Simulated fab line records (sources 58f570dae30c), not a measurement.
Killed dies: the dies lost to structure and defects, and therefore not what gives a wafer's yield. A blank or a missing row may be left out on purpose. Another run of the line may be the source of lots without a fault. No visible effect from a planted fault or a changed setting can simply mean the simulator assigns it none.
Chamber matching || flow berkeleyCmos170 || 4 sister chambers for UCB170_NWELL_ETCH_13 on rieDiel-01
The step etches Si3N4 in CH3F/Ar/O2, stops on SiO2, target depth 246.4 nm, time 154 s. 14 wafers are shown with their chamber, then 7 later ones without.

== WAFERS, EACH WITH ITS CHAMBER ==
{"wafer": "L177.4", "chamber": 1, "drypumpMotorCurrentA (A)": 5.0, "throttleValvePct (%)": 8.18, "oesProductAu (a.u.)": 0.929}
{"wafer": "L177.5", "chamber": 2, "drypumpMotorCurrentA (A)": 6.0, "throttleValvePct (%)": 8.11, "oesProductAu (a.u.)": 0.926}
{"wafer": "L177.6", "chamber": 1, "drypumpMotorCurrentA (A)": 5.0, "throttleValvePct (%)": 8.19, "oesProductAu (a.u.)": 0.929}
{"wafer": "L181.3", "chamber": 3, "drypumpMotorCurrentA (A)": 5.1, "throttleValvePct (%)": 8.10, "oesProductAu (a.u.)": 0.937}
{"wafer": "L181.4", "chamber": 1, "drypumpMotorCurrentA (A)": 5.1, "throttleValvePct (%)": 8.20, "oesProductAu (a.u.)": 0.937}
{"wafer": "L181.5", "chamber": 3, "drypumpMotorCurrentA (A)": 5.1, "throttleValvePct (%)": 8.12, "oesProductAu (a.u.)": 0.931}
{"wafer": "L188.1", "chamber": 0, "drypumpMotorCurrentA (A)": 5.5, "throttleValvePct (%)": 7.95, "oesProductAu (a.u.)": 0.946}
{"wafer": "L188.2", "chamber": 1, "drypumpMotorCurrentA (A)": 5.0, "throttleValvePct (%)": 8.18, "oesProductAu (a.u.)": 0.947}
{"wafer": "L188.6", "chamber": 2, "drypumpMotorCurrentA (A)": 6.0, "throttleValvePct (%)": 8.11, "oesProductAu (a.u.)": 0.931}
{"wafer": "L189.1", "chamber": 0, "drypumpMotorCurrentA (A)": 5.5, "throttleValvePct (%)": 7.93, "oesProductAu (a.u.)": 0.935}
{"wafer": "L189.2", "chamber": 2, "drypumpMotorCurrentA (A)": 6.0, "throttleValvePct (%)": 8.09, "oesProductAu (a.u.)": 0.913}
{"wafer": "L189.3", "chamber": 1, "drypumpMotorCurrentA (A)": 5.1, "throttleValvePct (%)": 8.18, "oesProductAu (a.u.)": 0.932}
{"wafer": "L191.3", "chamber": 1, "drypumpMotorCurrentA (A)": 5.0, "throttleValvePct (%)": 8.17, "oesProductAu (a.u.)": 0.925}
{"wafer": "L191.5", "chamber": 2, "drypumpMotorCurrentA (A)": 6.0, "throttleValvePct (%)": 8.09, "oesProductAu (a.u.)": 0.910}

SIGNATURES, as means of the wafers listed above
{"reading": "drypumpMotorCurrentA", "chamber 0": 5.500, "chamber 1": 5.033, "chamber 2": 6.000, "chamber 3": 5.100, "scatter within a chamber": 0.0365}
{"reading": "throttleValvePct", "chamber 0": 7.9400, "chamber 1": 8.1833, "chamber 2": 8.1000, "chamber 3": 8.1100, "scatter within a chamber": 0.0115}
{"reading": "oesProductAu", "chamber 0": 0.94050, "chamber 1": 0.93317, "chamber 2": 0.92000, "chamber 3": 0.93400, "scatter within a chamber": 0.00833}
Rule: distance of a wafer from a chamber = root of the sum over the readings of ((wafer's reading minus chamber's mean) / reading's scatter) squared. The wafer belongs to the nearest chamber; if the next one is less than 2 further off, it can't be placed. How the scatter is found: for the shown wafers, subtract from each reading the mean of its chamber, square and add these, divide the total by (wafers less chambers), then take the root.

== WAFERS WITHOUT THEIR CHAMBER ==
{"wafer": "L191.6", "drypumpMotorCurrentA (A)": 5.1, "throttleValvePct (%)": 8.08, "oesProductAu (a.u.)": 0.928}
{"wafer": "L192.1", "drypumpMotorCurrentA (A)": 5.0, "throttleValvePct (%)": 8.18, "oesProductAu (a.u.)": 0.937}
{"wafer": "L192.2", "drypumpMotorCurrentA (A)": 5.1, "throttleValvePct (%)": 8.10, "oesProductAu (a.u.)": 0.934}
{"wafer": "L192.5", "drypumpMotorCurrentA (A)": 5.4, "throttleValvePct (%)": 7.96, "oesProductAu (a.u.)": 0.939}
{"wafer": "L195.1", "drypumpMotorCurrentA (A)": 5.5, "throttleValvePct (%)": 7.94, "oesProductAu (a.u.)": 0.931}
{"wafer": "L195.3", "drypumpMotorCurrentA (A)": 5.0, "throttleValvePct (%)": 8.19, "oesProductAu (a.u.)": 0.936}
{"wafer": "L195.6", "drypumpMotorCurrentA (A)": 5.0, "throttleValvePct (%)": 8.17, "oesProductAu (a.u.)": 0.943}

== EACH ONE'S CHAMBER ==
{"wafer": "L191.6", "from the rows above": 3, "in truth": 3}
{"wafer": "L192.1", "from the rows above": 1, "in truth": 1}
{"wafer": "L192.2", "from the rows above": 3, "in truth": 3}
{"wafer": "L192.5", "from the rows above": 0, "in truth": 0}
{"wafer": "L195.1", "from the rows above": 0, "in truth": 0}
{"wafer": "L195.3", "from the rows above": 1, "in truth": 1}
{"wafer": "L195.6", "from the rows above": 1, "in truth": 1}
Correctly placed: 7 of 7. Left unplaced by these rows: 0. Placed wrongly: 0.
